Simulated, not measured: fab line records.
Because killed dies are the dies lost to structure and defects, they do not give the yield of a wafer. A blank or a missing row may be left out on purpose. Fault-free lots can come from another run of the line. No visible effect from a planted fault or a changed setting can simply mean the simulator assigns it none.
Which tool is to blame? + flow rit-cmos + 13 lots with 39 wafers sampled at 2 steps, on a route of 202 steps

WHAT THE GAUGES SHOWED, per wafer
The record holds no reading of a measuring or inspecting step that can be judged against a usual standard deviation.

WHICH TOOL RAN EACH LOT (tool, then ch and the chambers of the sampled wafers, then the start)
| lot  | RIT_REOX_CLEAN_02              | RIT_M1_PROBE_99        |
|------|--------------------------------|------------------------|
| L988 | wet-bench-03 ch 3, day 2 17:58 | -                      |
| L989 | wet-bench-02 ch 2, day 2 23:29 | -                      |
| L990 | wet-bench-02 ch 2, day 3 06:04 | -                      |
| L991 | wet-bench-03 ch 3, day 3 12:34 | -                      |
| L993 | wet-bench-02 ch 1, day 3 18:37 | -                      |
| L994 | wet-bench-04 ch 1, day 4 01:11 | prober-02, day 4 21:30 |
| L995 | wet-bench-03 ch 0, day 4 06:34 | -                      |
| L997 | wet-bench-03 ch 3, day 4 15:00 | -                      |
| L100 | wet-bench-04 ch 2, day 5 06:33 | prober-02, day 6 04:55 |
| L107 | wet-bench-04 ch 1, day 6 20:49 | prober-01, day 7 17:55 |
| L108 | wet-bench-03 ch 0, day 7 02:10 | -                      |
| L109 | wet-bench-02 ch 1, day 7 06:55 | -                      |
| L110 | wet-bench-02 ch 2, day 7 20:08 | -                      |
- RIT_REOX_CLEAN_02: cleans in SC2, time 600 s.
- RIT_M1_PROBE_99

AS READ BY THE TOOLS THEMSELVES (means over the sampled wafers that have a number; for cases with no such wafer, the mark the record gives instead)
RIT_M1_PROBE_99.
| lot  | tool      | killed_at_M0_to_M3 | killed-at-contacts | killed-at-front-end | killed-dies | killed-on-rim | killed-open | killed-short |
|------|-----------|--------------------|--------------------|---------------------|-------------|---------------|-------------|--------------|
| L994 | prober-02 | 0.0                | 0.0                | 5.7                 | 5.7         | 1.0           | 3           | 3.0          |
| L100 | prober-02 | 0.0                | 0.0                | 5.7                 | 5.7         | 2.0           | 2           | 3.3          |
| L107 | prober-01 | 0.0                | 0.0                | 23.7                | 23.7        | 11.3          | 5           | 3.7          |

THE ANSWER, worked out from the rows above alone
Rule: the usual values come from the lots themselves. The widest of any qualifying gaps counts: lots, ordered by their means at a reading, are off when they make up no more than a third of the lots, leave a main group of 4 or more, and stand apart from it by 3 or more times the standard deviation of that group's means. The tables above print the reading to a certain number of digits; a main group whose means all agree to those digits is not used. Also off: a lot with no number at a reading for which 4 or more lots have one. Any other lot the step has rows for is counted as sound. Order of review: gauges by route order, followed by the tools' own readings, for which a lot's mean as printed above is used. At the first step where some lot is off, the reading lying furthest off is the one used; lots without a number count as furthest.
No lot is off at any reading shown: from this, nothing can be told.

WHAT THE SIMULATOR PUT IN
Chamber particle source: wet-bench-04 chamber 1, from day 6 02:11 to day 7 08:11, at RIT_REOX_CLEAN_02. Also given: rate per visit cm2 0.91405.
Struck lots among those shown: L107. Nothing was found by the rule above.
